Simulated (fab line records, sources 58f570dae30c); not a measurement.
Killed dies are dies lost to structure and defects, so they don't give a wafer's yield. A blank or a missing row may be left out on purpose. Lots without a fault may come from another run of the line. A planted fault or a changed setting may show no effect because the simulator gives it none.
Which tool did it? | flow berkeley_cmos170 | 14 lots, 42 wafers sampled, at 4 steps of a route of 331

WHAT THE GAUGES READ, wafer by wafer
UCB170_V1_BOW_MEAS_03.
lot  | measured     | on            | V1_BOW (um)
L830 | day 7 03:32  | film_metro-04 | 25 18 23
L831 | day 8 04:33  | film_metro-03 | 34 20 20
L836 | day 8 18:58  | film_metro-04 | 18 28 10
L835 | day 8 19:00  | film_metro-03 | 16 6 21
L839 | day 9 01:54  | film_metro-04 | 21 16 7
L838 | day 9 01:55  | film_metro-01 | 24 16 12
L840 | day 9 11:44  | film_metro-01 | 31 23 32
L841 | day 10 08:31 | film_metro-04 | 28 16 16
L845 | day 10 14:40 | film_metro-01 | 16 16 7
L843 | day 10 14:58 | film_metro-04 | 18 26 28
L846 | day 10 14:58 | film_metro-03 | 16 16 22
L847 | day 11 02:32 | film_metro-04 | 18 15 15
L850 | day 11 13:34 | film_metro-03 | 5 18 17
L853 | day 12 07:17 | film_metro-04 | 34 15 14

UCB170_M2_CD_MEAS_90: target cd 700 nm.
lot  | measured     | on        | cd_nm (nm)
L830 | day 7 09:44  | cd_sem-01 | 691 692 692
L831 | day 8 10:26  | cd_sem-02 | 700 691 701
L836 | day 9 00:16  | cd_sem-01 | 704 701 704
L835 | day 9 00:26  | cd_sem-02 | 692 701 700
L839 | day 9 09:55  | cd_sem-02 | 697 699 706
L838 | day 9 10:14  | cd_sem-01 | 702 703 702
L840 | day 9 17:43  | cd_sem-01 | 697 697 697
L841 | day 10 15:05 | cd_sem-01 | 700 692 702
L845 | day 10 19:49 | cd_sem-02 | 696 697 692
L843 | day 10 20:08 | cd_sem-01 | 692 701 695
L846 | day 10 20:40 | cd_sem-01 | 698 698 709
L847 | day 11 10:16 | cd_sem-02 | 702 693 699
L850 | day 11 19:44 | cd_sem-01 | 696 706 695
L853 | day 12 15:32 | cd_sem-01 | 689 693 688

UCB170_V2_THK_MEAS_04.
lot  | measured     | on            | V2_POLISHED_THK (nm)
L830 | day 7 10:30  | film_metro-02 | 1001.0 1001.7 1002.5
L831 | day 8 11:11  | film_metro-03 | 1000.2 999.1 997.0
L836 | day 9 01:01  | film_metro-04 | 999.3 1001.3 998.6
L835 | day 9 01:10  | film_metro-02 | 1001.9 998.4 1000.3
L839 | day 9 10:40  | film_metro-02 | 1001.5 998.9 998.0
L838 | day 9 10:59  | film_metro-04 | 997.7 998.9 997.8
L840 | day 9 18:28  | film_metro-04 | 997.2 998.9 999.1
L841 | day 10 15:55 | film_metro-03 | 999.0 999.2 999.3
L845 | day 10 20:35 | film_metro-04 | 1001.1 1001.4 1000.0
L843 | day 10 20:54 | film_metro-02 | 998.5 999.1 999.8
L846 | day 10 21:25 | film_metro-04 | 999.8 1000.9 998.0
L847 | day 11 11:01 | film_metro-02 | 999.2 999.5 998.5
L850 | day 11 20:37 | film_metro-03 | 999.9 998.1 1000.6
L853 | day 12 16:17 | film_metro-04 | 999.2 999.8 998.8

WHICH TOOL RAN EACH LOT (tool, then ch and the chambers of the sampled wafers, then the start)
lot  | UCB170_M1_ETCH_11
L830 | rie_diel-01 ch 0,1, day 7 00:16
L831 | rie_diel-02 ch 0,2,3, day 8 01:20
L836 | rie_diel-02 ch 0,1, day 8 15:31
L835 | rie_diel-01 ch 2,3, day 8 16:11
L839 | rie_diel-02 ch 1,2,3, day 8 19:05
L838 | rie_diel-04 ch 0,1,3, day 8 19:16
L840 | rie_diel-02 ch 1,2,3, day 9 05:03
L841 | rie_diel-04 ch 0,1, day 10 05:22
L845 | rie_diel-02 ch 0,1,2, day 10 11:09
L843 | rie_diel-04 ch 0,2,3, day 10 11:16
L846 | rie_diel-01 ch 0,1,2, day 10 11:49
L847 | rie_diel-04 ch 0,2, day 10 20:32
L850 | rie_diel-04 ch 0,1, day 11 09:37
L853 | rie_diel-04 ch 0,2, day 12 02:43
- UCB170_M1_ETCH_11: etches BARC in N2/H2.

WHAT THE TOOLS THEMSELVES READ (means of the sampled wafers that have a number; where no wafer has one, the mark that the record gives instead)
UCB170_M1_ETCH_11.
lot  | tool        | drypump_motor_current_A (A) | oes_product_au (a.u.) | throttle_valve_pct (%)
L830 | rie_diel-01 | 6.1                         | 1.028                 | 13.32
L831 | rie_diel-02 | 5.7                         | 1.026                 | 13.50
L836 | rie_diel-02 | 5.6                         | 1.013                 | 13.19
L835 | rie_diel-01 | 6.0                         | 1.023                 | 13.53
L839 | rie_diel-02 | 5.5                         | 1.017                 | 13.34
L838 | rie_diel-04 | 5.5                         | 0.997                 | 13.38
L840 | rie_diel-02 | 5.4                         | 1.014                 | 13.33
L841 | rie_diel-04 | 5.2                         | 1.010                 | 13.50
L845 | rie_diel-02 | 5.8                         | 1.016                 | 13.24
L843 | rie_diel-04 | 5.6                         | 0.985                 | 13.33
L846 | rie_diel-01 | 6.2                         | 1.018                 | 13.40
L847 | rie_diel-04 | 5.3                         | 0.986                 | 13.41
L850 | rie_diel-04 | 5.4                         | 1.002                 | 13.45
L853 | rie_diel-04 | 5.5                         | 0.996                 | 13.40

THE ANSWER, worked out from the rows above alone
Rule: what is usual is taken from the lots themselves. Put in order of their means at a reading, lots are off if they are a third of the lots or fewer, leave a main group of 4 or more, and stand apart from it by a gap of 3 or more times the standard deviation of the main group's means; of several such gaps the widest counts. A main group whose means are all the same, to the digits that the tables above print for the reading, isn't used. A lot without any number at a reading at which 4 lots or more have one is off too. The other lots that the step has rows for count as sound. The gauges are gone through in route order, then the tools' own readings, and for those a lot's mean is taken as printed above. The first step at which some lot is off is used, and at that step the reading that is off furthest; a lot without a number counts as furthest.
No lot is off at any reading shown: from this, nothing can be told.

WHAT THE SIMULATOR HAD PUT IN
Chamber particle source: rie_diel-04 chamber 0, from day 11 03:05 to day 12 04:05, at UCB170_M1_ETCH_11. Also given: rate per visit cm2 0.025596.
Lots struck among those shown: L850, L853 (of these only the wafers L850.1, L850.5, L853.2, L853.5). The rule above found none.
